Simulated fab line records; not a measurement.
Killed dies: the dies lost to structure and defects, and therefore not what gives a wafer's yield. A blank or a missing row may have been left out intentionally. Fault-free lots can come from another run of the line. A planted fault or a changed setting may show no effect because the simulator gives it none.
Split-lot experiment :: flow berkeley_cmos170 :: 23 wafers read from 5 lots, route of 331 steps

== ON THE SPLIT ==
At UCB170_NWELL_PEB_10, the setting peb_temp_c was moved away from the recipe's 130 C on 12 of the 23 wafers read, by -2.5% to -1.7%. This setting was run at the recipe's value on the other wafers.

== FROM SPLIT TO READING: 1 step shown by the file between the two ==
- UCB170_NWELL_DEVELOP_11: develop time 45 s

== THE READING ==
NWELL.cd_nm (the simulator's own value, which no gauge read), in nm, at UCB170_NWELL_ETCH_13 (etches Si3N4 in CH3F/Ar/O2, stops on SiO2, target depth 246.4 nm, time 154 s). No usual value for it is given in the file. The 11 wafers here that ran the recipe average 3000 nm, standard deviation 1.4 nm.

wafer: L075.1
tool, chamber at the split: litho_track-02, 0
peb_temp_c as run, C: 130
against the recipe: recipe
NWELL.cd_nm, nm: 3000
against lot-mates on the recipe: -

wafer: L075.4
tool, chamber at the split: litho_track-02, 0
peb_temp_c as run, C: 130
against the recipe: recipe
NWELL.cd_nm, nm: 3001
against lot-mates on the recipe: -

wafer: L075.5
tool, chamber at the split: litho_track-02, 0
peb_temp_c as run, C: 130
against the recipe: recipe
NWELL.cd_nm, nm: 3001
against lot-mates on the recipe: -

wafer: L074.1
tool, chamber at the split: litho_track-01, 0
peb_temp_c as run, C: 130
against the recipe: recipe
NWELL.cd_nm, nm: 2998
against lot-mates on the recipe: -

wafer: L074.3
tool, chamber at the split: litho_track-01, 0
peb_temp_c as run, C: 130
against the recipe: recipe
NWELL.cd_nm, nm: 2998
against lot-mates on the recipe: -

wafer: L074.2
tool, chamber at the split: litho_track-01, 0
peb_temp_c as run, C: 126.7
against the recipe: -2.5%
NWELL.cd_nm, nm: 2971
against lot-mates on the recipe: -27

wafer: L074.4
tool, chamber at the split: litho_track-01, 0
peb_temp_c as run, C: 126.7
against the recipe: -2.5%
NWELL.cd_nm, nm: 2972
against lot-mates on the recipe: -26

wafer: L074.6
tool, chamber at the split: litho_track-01, 0
peb_temp_c as run, C: 126.7
against the recipe: -2.5%
NWELL.cd_nm, nm: 2972
against lot-mates on the recipe: -26

wafer: L077.1
tool, chamber at the split: litho_track-02, 0
peb_temp_c as run, C: 127.8
against the recipe: -1.7%
NWELL.cd_nm, nm: 2985
against lot-mates on the recipe: -14

wafer: L077.6
tool, chamber at the split: litho_track-02, 0
peb_temp_c as run, C: 127.8
against the recipe: -1.7%
NWELL.cd_nm, nm: 2985
against lot-mates on the recipe: -14

wafer: L077.2
tool, chamber at the split: litho_track-02, 0
peb_temp_c as run, C: 127.8
against the recipe: -1.7%
NWELL.cd_nm, nm: 2984
against lot-mates on the recipe: -16

wafer: L077.4
tool, chamber at the split: litho_track-02, 0
peb_temp_c as run, C: 130
against the recipe: recipe
NWELL.cd_nm, nm: 3000
against lot-mates on the recipe: -

wafer: L077.5
tool, chamber at the split: litho_track-02, 0
peb_temp_c as run, C: 130
against the recipe: recipe
NWELL.cd_nm, nm: 2999
against lot-mates on the recipe: -

wafer: L080.1
tool, chamber at the split: litho_track-01, 0
peb_temp_c as run, C: 130
against the recipe: recipe
NWELL.cd_nm, nm: 3002
against lot-mates on the recipe: -

wafer: L080.2
tool, chamber at the split: litho_track-01, 0
peb_temp_c as run, C: 126.7
against the recipe: -2.5%
NWELL.cd_nm, nm: 2976
against lot-mates on the recipe: -26

wafer: L080.3
tool, chamber at the split: litho_track-01, 0
peb_temp_c as run, C: 126.7
against the recipe: -2.5%
NWELL.cd_nm, nm: 2977
against lot-mates on the recipe: -24

wafer: L080.5
tool, chamber at the split: litho_track-01, 0
peb_temp_c as run, C: 126.7
against the recipe: -2.5%
NWELL.cd_nm, nm: 2977
against lot-mates on the recipe: -24

wafer: L080.4
tool, chamber at the split: litho_track-01, 0
peb_temp_c as run, C: 130
against the recipe: recipe
NWELL.cd_nm, nm: 3001
against lot-mates on the recipe: -

wafer: L083.1
tool, chamber at the split: litho_track-02, 0
peb_temp_c as run, C: 127.2
against the recipe: -2.2%
NWELL.cd_nm, nm: 2979
against lot-mates on the recipe: -20

wafer: L083.2
tool, chamber at the split: litho_track-02, 0
peb_temp_c as run, C: 127.2
against the recipe: -2.2%
NWELL.cd_nm, nm: 2979
against lot-mates on the recipe: -20

wafer: L083.4
tool, chamber at the split: litho_track-02, 0
peb_temp_c as run, C: 127.2
against the recipe: -2.2%
NWELL.cd_nm, nm: 2977
against lot-mates on the recipe: -22

wafer: L083.5
tool, chamber at the split: litho_track-02, 0
peb_temp_c as run, C: 130
against the recipe: recipe
NWELL.cd_nm, nm: 2999
against lot-mates on the recipe: -

wafer: L083.6
tool, chamber at the split: litho_track-02, 0
peb_temp_c as run, C: 130
against the recipe: recipe
NWELL.cd_nm, nm: 2998
against lot-mates on the recipe: -

FIT RESULTS
A straight line over all 23 wafers: NWELL.cd_nm changes by +9.94 nm for each +1% of peb_temp_c; r = +0.99; the points scatter about the line by 1.8 nm.
The same after taking each lot's own level away (the mean of its wafers on the recipe; 23 wafers): +9.81 nm for each +1%; r = +1.00; scatter 1.1 nm.
According to that fit, moving peb_temp_c by its largest amount changes the reading by 25 nm.
The span of the lots' own levels, 2998.0 to 3001.5 nm, comes to 2.6 times the standard deviation stated above.
Consequently the slope shifts little with the lot-to-lot level, the two slopes agreeing.
Check: with one of the wafers moved furthest among these (-2.5%) left out of the fit, the line predicts -24.5 nm for it against its lot-mates. Against them it came out at -27 nm.

== THE OTHER SPLITS THESE WAFERS WENT THROUGH ==
Other splits were also applied to these wafers ahead of the reading. Each is held against what the fit with the lots' levels taken away leaves over:
other split on the same wafers: UCB170_NWELL_CVD_04 pressure_mtorr
wafers away from the commonest value: 15
r with NWELL.cd_nm (lot level and that fit taken away): -0.58

== FILE'S OWN FIT ==
NWELL.cd_nm changes by +9.77 nm for each +1% of peb_temp_c, r = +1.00.
